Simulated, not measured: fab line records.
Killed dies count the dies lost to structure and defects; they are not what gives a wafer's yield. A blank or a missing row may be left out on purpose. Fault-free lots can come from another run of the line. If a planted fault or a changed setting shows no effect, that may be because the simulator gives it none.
What tool caused it? -- flow berkeley cmos170 -- 14 lots with 42 wafers sampled at 6 steps, on a route of 331 steps

## WHAT THE GAUGES READ, wafer by wafer
UCB170_NSD_OVL_MEAS_07. Usual: NSD_OVL gives 0 nm (standard deviation 6.1).
lot,measured,on,NSD_OVL (nm),flag
L711,day 7 02:31,overlay-01,-3 12 8,
L712,day 7 07:15,overlay-02,1 -2 -9,
L713,day 7 07:29,overlay-01,-2 -4 -3,
L710,day 7 10:23,overlay-01,-8 -6 -8,
L715,day 7 21:28,overlay-01,0 -9 -5,
L717,day 8 07:50,overlay-01,5 0 2,
L716,day 8 08:05,overlay-01,8 7 5,
L718,day 8 08:10,overlay-01,-3 4 6,
L724,day 9 18:33,overlay-02,12 6 7,
L725,day 10 02:25,overlay-01,1 -3 1,
L728,day 10 16:03,overlay-01,3 -7 -3,
L727,day 10 16:39,overlay-02,-11 -13 -7,
L730,day 11 03:53,overlay-01,-4 -5 -4,
L729,day 11 03:56,overlay-02,2 -2 2,

UCB170_CONTACT_CD_MEAS_15 targets a cd of 700 nm. Usual: cd nm 700.1 nm, standard deviation 1.2.
lot,measured,on,cd nm (nm),flag
L711,day 7 10:08,cd sem-01,699.8 699.6 699.4,
L712,day 7 14:02,cd sem-02,701.0 700.7 700.0,
L713,day 7 14:22,cd sem-01,700.3 700.5 700.0,
L710,day 7 19:54,cd sem-02,698.8 699.0 700.0,
L715,day 8 04:52,cd sem-01,702.3 701.8 702.1,
L717,day 8 14:04,cd sem-02,734.7 734.7 736.1,OFF
L716,day 8 14:52,cd sem-02,699.2 699.6 700.2,
L718,day 8 15:07,cd sem-01,735.8 734.4 735.5,OFF
L724,day 10 03:44,cd sem-02,701.3 700.1 700.1,
L725,day 10 08:37,cd sem-02,698.1 699.5 700.9,
L728,day 11 00:59,cd sem-01,699.9 700.9 701.4,
L727,day 11 00:22,cd sem-02,698.8 698.5 698.0,
L730,day 11 13:58,cd sem-02,700.5 702.2 701.1,
L729,day 11 13:49,cd sem-02,702.0 702.2 702.4,

UCB170_M1_OVL_MEAS_10. Usual: M1_OVL gives 2 nm (standard deviation 6.5).
lot,measured,on,M1_OVL (nm),flag
L711,day 7 12:11,overlay-02,-4 -5 -4,
L712,day 7 16:13,overlay-01,-2 -3 5,
L713,day 7 16:29,overlay-02,6 13 9,
L710,day 7 22:22,overlay-01,1 -5 4,
L715,day 8 07:32,overlay-01,5 3 1,
L717,day 8 21:00,overlay-02,-11 -5 -7,
L716,day 8 21:11,overlay-02,-1 5 6,
L718,day 8 21:25,overlay-02,3 4 8,
L724,day 10 05:45,overlay-02,-4 -2 -5,
L725,day 10 10:30,overlay-02,1 3 7,
L728,day 11 04:46,overlay-02,0 1 -4,
L727,day 11 04:10,overlay-01,19 6 7,
L730,day 11 16:21,overlay-01,4 2 4,
L729,day 11 16:03,overlay-02,-3 -2 -3,

## WHAT TOOL EACH LOT RAN ON (gives the tool, then ch and the chambers of the sampled wafers, and finally the start)
lot,UCB170_BACKSIDE_STRIP_03,UCB170_CONTACT_COAT_10,UCB170_CONTACT_STRIP_19
L711,"plasma asher-03 ch 0,1, day 7 04:29","litho track-04 ch 0, day 7 09:00","plasma asher-03 ch 0,1, day 7 10:28"
L712,"plasma asher-04 ch 0,1, day 7 08:13","litho track-03 ch 0, day 7 13:00","plasma asher-01 ch 0,1, day 7 14:21"
L713,"plasma asher-01 ch 0,1, day 7 08:28","litho track-01 ch 0, day 7 13:00","plasma asher-03 ch 0,1, day 7 14:41"
L710,"plasma asher-01 ch 0,1, day 7 11:22","litho track-04 ch 0, day 7 19:00","plasma asher-02 ch 0,1, day 7 20:12"
L715,"plasma asher-04 ch 0,1, day 7 22:32","litho track-01 ch 0, day 8 03:00","plasma asher-01 ch 0,1, day 8 05:11"
L717,"plasma asher-04 ch 0, day 8 08:52","litho track-03 ch 0, day 8 13:00","plasma asher-01 ch 0, day 8 18:47"
L716,"plasma asher-03 ch 0,1, day 8 09:19","litho track-01 ch 0, day 8 14:00","plasma asher-03 ch 0,1, day 8 18:50"
L718,"plasma asher-01 ch 0,1, day 8 09:31","litho track-03 ch 0, day 8 14:00","plasma asher-02 ch 0,1, day 8 18:52"
L724,"plasma asher-04 ch 0,1, day 9 19:53","litho track-04 ch 0, day 10 02:00","plasma asher-02 ch 0,1, day 10 04:09"
L725,"plasma asher-04 ch 0,1, day 10 03:29","litho track-01 ch 0, day 10 07:00","plasma asher-01 ch 0,1, day 10 08:55"
L728,"plasma asher-01 ch 0,1, day 10 17:53","litho track-04 ch 0, day 10 23:00","plasma asher-01 ch 0,1, day 11 01:17"
L727,"plasma asher-04 ch 1, day 10 18:20","litho track-01 ch 0, day 10 23:00","plasma asher-01 ch 0,1, day 11 00:40"
L730,"plasma asher-01 ch 0,1, day 11 06:02","litho track-04 ch 0, day 11 13:00","plasma asher-01 ch 0,1, day 11 14:17"
L729,"plasma asher-03 ch 0,1, day 11 06:02","litho track-03 ch 0, day 11 12:00","plasma asher-02 ch 0,1, day 11 14:07"
- UCB170_BACKSIDE_STRIP_03: strips in O2.
- UCB170_CONTACT_COAT_10: resist thk 900 nm.
- UCB170_CONTACT_STRIP_19: strips in O2.

## WHAT THE TOOLS THEMSELVES READ (means of the sampled wafers that have a number; where no wafer has one, the mark that the record gives instead)
UCB170_BACKSIDE_STRIP_03. Usual: drypump motor current A 5.7 A, standard deviation 0.46; oes product au 0.734 a.u., standard deviation 0.0046; strip time to endpoint s 21.98 s, standard deviation 0.062.
lot,tool,drypump motor current A (A),oes product au (a.u.),strip time to endpoint s (s),flag
L711,plasma asher-03,5.1,0.741,21.96,
L712,plasma asher-04,5.5,0.740,22.00,
L713,plasma asher-01,5.9,0.732,21.99,
L710,plasma asher-01,5.9,0.730,21.87,
L715,plasma asher-04,5.5,0.734,22.02,
L717,plasma asher-04,5.5,0.738,22.06,
L716,plasma asher-03,5.1,0.731,22.04,
L718,plasma asher-01,6.2,0.736,21.93,
L724,plasma asher-04,5.5,0.736,21.99,
L725,plasma asher-04,5.6,0.738,21.93,
L728,plasma asher-01,5.9,0.734,21.99,
L727,plasma asher-04,5.6,0.735,22.03,
L730,plasma asher-01,6.2,0.734,22.00,
L729,plasma asher-03,5.1,0.731,21.94,

UCB170_CONTACT_COAT_10. Usual: dispense pressure kPa 50 kPa, standard deviation 5.
lot,tool,dispense pressure kPa (kPa),flag
L711,litho track-04,55,
L712,litho track-03,53,
L713,litho track-01,43,
L710,litho track-04,55,
L715,litho track-01,43,
L717,litho track-03,53,
L716,litho track-01,43,
L718,litho track-03,53,
L724,litho track-04,55,
L725,litho track-01,43,
L728,litho track-04,55,
L727,litho track-01,43,
L730,litho track-04,55,
L729,litho track-03,53,

UCB170_CONTACT_STRIP_19. Usual: drypump motor current A 5.9 A, standard deviation 0.5; oes product au 0.726 a.u., standard deviation 0.0044.
lot,tool,drypump motor current A (A),oes product au (a.u.),flag
L711,plasma asher-03,5.1,0.727,
L712,plasma asher-01,5.9,0.724,
L713,plasma asher-03,5.1,0.724,
L710,plasma asher-02,6.1,0.725,
L715,plasma asher-01,6.3,0.727,
L717,plasma asher-01,6.5,0.484,OFF
L716,plasma asher-03,5.1,0.725,
L718,plasma asher-02,6.0,0.485,OFF
L724,plasma asher-02,6.0,0.731,
L725,plasma asher-01,5.9,0.725,
L728,plasma asher-01,5.9,0.728,
L727,plasma asher-01,6.2,0.722,
L730,plasma asher-01,5.9,0.727,
L729,plasma asher-02,6.0,0.731,

## THE ANSWER, worked out from the rows above alone
Rule: take the mean of a lot's wafers that have a number; if it is more than 3 standard deviations from the usual mean, the lot is off. A lot without any number at a reading at which 4 lots or more have one is off too. All remaining lots with rows at the step are treated as sound. The gauges are gone through in route order, then the tools' own readings, and for those a lot's mean is taken as printed above. At the first step where some lot is off, the reading lying furthest off is the one used; lots without a number count as furthest.
Off: L717, L718 (UCB170_CONTACT_CD_MEAS_15, cd nm).
A tool fits if, at a process step before that reading, it ran every lot that is off, and no sound lot after the first of them. Not tried: the gauges at UCB170_CONTACT_CD_MEAS_15; whatever is off there is also off at UCB170_CONTACT_STRIP_19, on other tools, and gauge error can't account for it. No candidate that was tried fits.

## WHAT HAD BEEN PUT IN BY THE SIMULATOR
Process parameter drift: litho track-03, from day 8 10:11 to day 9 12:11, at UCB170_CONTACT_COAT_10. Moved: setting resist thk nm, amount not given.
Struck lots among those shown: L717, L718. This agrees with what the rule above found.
